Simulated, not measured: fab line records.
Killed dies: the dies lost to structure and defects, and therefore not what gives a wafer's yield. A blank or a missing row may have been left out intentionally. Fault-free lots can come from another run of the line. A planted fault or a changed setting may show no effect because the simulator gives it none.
Commonality check across tools	flow berkeley cmos170	Sampled: 15 lots, 45 wafers

## REASON IT WAS OPENED
3 of 15 lots carry a flag on the reading NSD_TW at UCB170_NSD_TW_MEAS_10. No-fault wafers: 4186, standard deviation 23.
Rule: a lot is flagged when every wafer of it that has a number lies more than 4 standard deviations from that mean, or none has a number. The rest of the lots are taken to be sound.

lot	measured	on	NSD_TW, wafer by wafer	flag
L318	day 8 18:55	film metro-04	4155 4175 4176	
L319	day 9 03:23	film metro-01	4224 4207 4211	
L320	day 9 03:41	film metro-01	4201 4199 4205	
L321	day 9 17:50	film metro-03	4164 4179 4198	
L323	day 10 13:21	film metro-01	4227 4204 4202	
L324	day 10 13:22	film metro-03	4441 4415 4419	FLAGGED
L325	day 10 13:55	film metro-04	4160 4134 4174	
L322	day 10 14:13	film metro-04	4158 4139 4128	
L326	day 11 03:57	film metro-04	4183 4176 4151	
L332	day 11 16:43	film metro-04	4382 4365 4382	FLAGGED
L330	day 11 16:55	film metro-01	4435 4439 4419	FLAGGED
L338	day 12 05:44	film metro-04	4178 4192 4188	
L339	day 12 21:27	film metro-01	4166 4179 4163	
L340	day 13 07:11	film metro-04	4194 4183 4176	
L341	day 13 07:52	film metro-01	4203 4209 4224	
The numbers of the flagged lots are 4411 on average: +225 against the usual, or +10 standard deviations.

## WHICH TOOL RAN EACH LOT
Before the reading, the record contains 2 process steps out of a 331-step route. Cell contents, in order: the tool; ch with the chambers the sampled wafers went through; the start.
lot	flag	UCB170_NSD_IMPLANT_08	UCB170_NSD_STRIP_09
L318		implanter-01 ch 0, day 8 18:40	plasma asher-01 ch 0,1, day 8 18:49
L319		implanter-01 ch 0, day 9 03:08	plasma asher-02 ch 0,1, day 9 03:17
L320		implanter-03 ch 0, day 9 03:26	plasma asher-04 ch 0,1, day 9 03:35
L321		implanter-04 ch 0, day 9 17:36	plasma asher-01 ch 0,1, day 9 17:44
L323		implanter-04 ch 0, day 10 13:08	plasma asher-04 ch 0,1, day 10 13:16
L324	FLAGGED	implanter-01 ch 0, day 10 12:48	plasma asher-02 ch 0,1, day 10 13:16
L325		implanter-01 ch 0, day 10 13:42	plasma asher-02 ch 0,1, day 10 13:50
L322		implanter-01 ch 0, day 10 13:58	plasma asher-01 ch 0,1, day 10 14:07
L326		implanter-03 ch 0, day 11 03:43	plasma asher-04 ch 0,1, day 11 03:50
L332	FLAGGED	implanter-04 ch 0, day 11 16:10	plasma asher-01 ch 0,1, day 11 16:37
L330	FLAGGED	implanter-01 ch 0, day 11 16:22	plasma asher-01 ch 0, day 11 16:49
L338		implanter-03 ch 0, day 12 05:30	plasma asher-02 ch 0,1, day 12 05:38
L339		implanter-01 ch 0, day 12 21:12	plasma asher-04 ch 0,1, day 12 21:21
L340		implanter-03 ch 0, day 13 06:56	plasma asher-04 ch 0,1, day 13 07:05
L341		implanter-01 ch 0, day 13 07:37	plasma asher-01 ch 0,1, day 13 07:46
What the steps here do:
- UCB170_NSD_IMPLANT_08
- UCB170_NSD_STRIP_09: strips in O2.
- UCB170_NSD_TW_MEAS_10

## FLAGGED OVER TOTAL, TOOL BY TOOL (the gauges that took the reading come last)
step	tool	lots run	flagged	share of the flagged lots	sound lots run after its first flagged lot
UCB170_NSD_IMPLANT_08	implanter-01	8	2	some	4 (L325,L322,L339,L341)
UCB170_NSD_IMPLANT_08	implanter-03	4	0	none	-
UCB170_NSD_IMPLANT_08	implanter-04	3	1	some	0
UCB170_NSD_STRIP_09	plasma asher-01	6	2	some	1 (L341)
UCB170_NSD_STRIP_09	plasma asher-02	4	1	some	2 (L325,L338)
UCB170_NSD_STRIP_09	plasma asher-04	5	0	none	-
UCB170_NSD_TW_MEAS_10	film metro-01	6	1	some	2 (L339,L341)
UCB170_NSD_TW_MEAS_10	film metro-03	2	1	some	0
UCB170_NSD_TW_MEAS_10	film metro-04	7	1	some	2 (L338,L340)

## THE TABLE: WHAT IT ALLOWS
No row of the table ran every flagged lot.

## WHAT HAD BEEN PUT IN BY THE SIMULATOR
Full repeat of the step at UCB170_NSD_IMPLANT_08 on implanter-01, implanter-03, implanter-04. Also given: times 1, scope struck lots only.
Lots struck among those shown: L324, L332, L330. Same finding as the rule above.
